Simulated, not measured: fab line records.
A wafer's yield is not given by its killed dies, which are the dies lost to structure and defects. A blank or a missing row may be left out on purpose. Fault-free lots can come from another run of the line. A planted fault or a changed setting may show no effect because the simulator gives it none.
Split-lot experiment | flow rit_cmos | route with 202 steps; 5 lots, 23 wafers read

== THE SPLIT ==
At RIT_NWELL_IMPLANT_08, the setting dose_cm2 was moved away from the recipe's 5e+13 on 9 of the 23 wafers read, by -7.2% to +2.6%. For the rest of the wafers, this setting stayed at what the recipe calls for.

== FROM THE SPLIT TO THE READING: what the file shows between them, 3 steps ==
- RIT_PWELL_IMPLANT_08 (also split here: energy_kev)
- RIT_PWELL_STRIP_09: strips in O2, time 180 s
- RIT_WELLDRIVE_ANNEAL_00: time 14700 s

== THE READING ==
At RIT_WELLDRIVE_RS_MEAS_01, a four-point-probe measurement gives NWELL_RS in ohm/sq. Fault-free wafers of this fab line usually give 275.7 ohm/sq, standard deviation 0.74 ohm/sq.

wafer  | tool, chamber at the split | dose_cm2 as run | against the recipe | NWELL_RS, ohm/sq | against lot-mates on the recipe
L075.2 | implanter-03, 0            | 5e+13           | recipe             | 275.7            | -
L075.3 | implanter-03, 0            | 5e+13           | recipe             | 275.2            | -
L075.4 | implanter-03, 0            | 5e+13           | recipe             | 275.0            | -
L078.1 | implanter-03, 0            | 4.825e+13       | -3.5%              | 282.1            | +5.8
L078.3 | implanter-03, 0            | 5e+13           | recipe             | 276.5            | -
L078.4 | implanter-03, 0            | 4.825e+13       | -3.5%              | 282.4            | +6.0
L078.5 | implanter-03, 0            | 5e+13           | recipe             | 276.2            | -
L078.6 | implanter-03, 0            | 4.825e+13       | -3.5%              | 282.6            | +6.2
L081.1 | implanter-04, 0            | 5e+13           | recipe             | 276.1            | -
L081.2 | implanter-04, 0            | 4.642e+13       | -7.2%              | 289.1            | +12.9
L081.4 | implanter-04, 0            | 5e+13           | recipe             | 276.3            | -
L081.5 | implanter-04, 0            | 4.642e+13       | -7.2%              | 288.6            | +12.4
L081.6 | implanter-04, 0            | 4.642e+13       | -7.2%              | 289.2            | +13.0
L082.1 | implanter-04, 0            | 5e+13           | recipe             | 275.5            | -
L082.2 | implanter-04, 0            | 5e+13           | recipe             | 276.3            | -
L082.3 | implanter-04, 0            | 5e+13           | recipe             | 275.1            | -
L082.4 | implanter-04, 0            | 5e+13           | recipe             | 275.7            | -
L082.5 | implanter-04, 0            | 5e+13           | recipe             | 276.0            | -
L083.1 | implanter-01, 0            | 5.128e+13       | +2.6%              | 270.0            | -4.2
L083.2 | implanter-01, 0            | 5e+13           | recipe             | 274.3            | -
L083.4 | implanter-01, 0            | 5.128e+13       | +2.6%              | 269.9            | -4.3
L083.5 | implanter-01, 0            | 5.128e+13       | +2.6%              | 270.1            | -4.1
L083.6 | implanter-01, 0            | 5e+13           | recipe             | 274.1            | -

FIT RESULTS
A straight line over all 23 wafers: NWELL_RS changes by -1.93 ohm/sq for each +1% of dose_cm2; r = -0.99; the points scatter about the line by 0.65 ohm/sq.
The same after taking each lot's own level away (the mean of its wafers on the recipe; 23 wafers): -1.75 ohm/sq for each +1%; r = -1.00; scatter 0.3 ohm/sq.
That fit puts the effect of the largest move of dose_cm2 on the reading at 13 ohm/sq.
Measured against the standard deviation above, the lots' own levels, which go from 274.20 to 276.35 ohm/sq, span 2.9 times it.
Hence the lot-to-lot level has little effect on the slope; both slopes agree.
Check: for one of the wafers moved furthest among these (-7.2%), held out of the fit, the line's prediction against its lot-mates is +12.5 ohm/sq. Against them it came out at +12.9 ohm/sq.

== FURTHER SPLITS ON THESE WAFERS ==
Other splits were also applied to these wafers ahead of the reading. Each is held against what the fit with the lots' levels taken away leaves over:
other split on the same wafers      | wafers away from the commonest value | r with NWELL_RS (lot level and that fit taken away)
RIT_ACTIVE_CVD_03 sih2cl2_flow_sccm | 15                                   | +0.08
RIT_ACTIVE_COAT_06 resist_thk_nm    | 9                                    | +0.19
RIT_ACTIVE_HARDBAKE_12 temp_c       | 5                                    | +0.01
RIT_FOX1_OXIDATION_00 ox_time_s     | 15                                   | -0.13
RIT_NWELL_COAT_01 spin_rpm          | 7                                    | +0.19
RIT_PWELL_IMPLANT_08 energy_kev     | 7                                    | -0.35

== THE FILE'S OWN FIT ==
NWELL_RS changes by -1.76 ohm/sq for each +1% of dose_cm2, r = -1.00.
